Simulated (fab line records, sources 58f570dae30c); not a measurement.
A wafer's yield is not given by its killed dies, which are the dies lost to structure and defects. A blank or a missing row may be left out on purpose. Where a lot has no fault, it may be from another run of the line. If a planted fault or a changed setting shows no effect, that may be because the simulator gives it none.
Matching of chambers	flow berkeleyCmos170	cmp-01 running UCB170_V2_CMP_02: 4 sister chambers
The step polishes SiO2. 4 wafers are shown with their chamber, then 7 later ones without.

== WAFERS PAIRED WITH THEIR CHAMBERS ==
wafer	chamber	motorCurrentA (A)
L336.3	0	14.7
L336.4	2	15.9
L343.1	3	12.8
L343.2	1	12.6

== WAFERS WITHOUT THEIR CHAMBER ==
wafer	motorCurrentA (A)
L343.5	13.4
L347.3	11.5
L347.5	14.9
L347.6	14.4
L351.2	12.2
L351.4	13.7
L351.6	16.1

== WHICH CHAMBER EACH ONE RAN IN ==
wafer	from the rows above	in truth
L343.5	can't be placed: 3 or 1 or 0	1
L347.3	can't be placed: 1 or 3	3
L347.5	can't be placed: 0 or 2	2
L347.6	can't be placed: 0 or 2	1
L351.2	can't be placed: 1 or 3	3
L351.4	can't be placed: 3 or 0 or 1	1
L351.6	can't be placed: 2 or 0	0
Correctly placed: 0 of 7. From these rows, 7 cannot be placed; in 6 the true chamber is one of the candidates. Placed wrongly: 0.
How it was worked out, from the rows above alone: a wafer's distance from a chamber is the root of the sum, over the readings, of the square of ((its reading less the chamber's mean) divided by the reading's scatter). If the next closest chamber is less than 2 further off than the closest, the wafer can't be placed; otherwise it belongs to the closest. For every chamber, the mean is computed from those of its wafers that are shown. The scatter: root of mean squared gap, hidden wafer to nearest shown wafer, with one shown wafer a chamber.
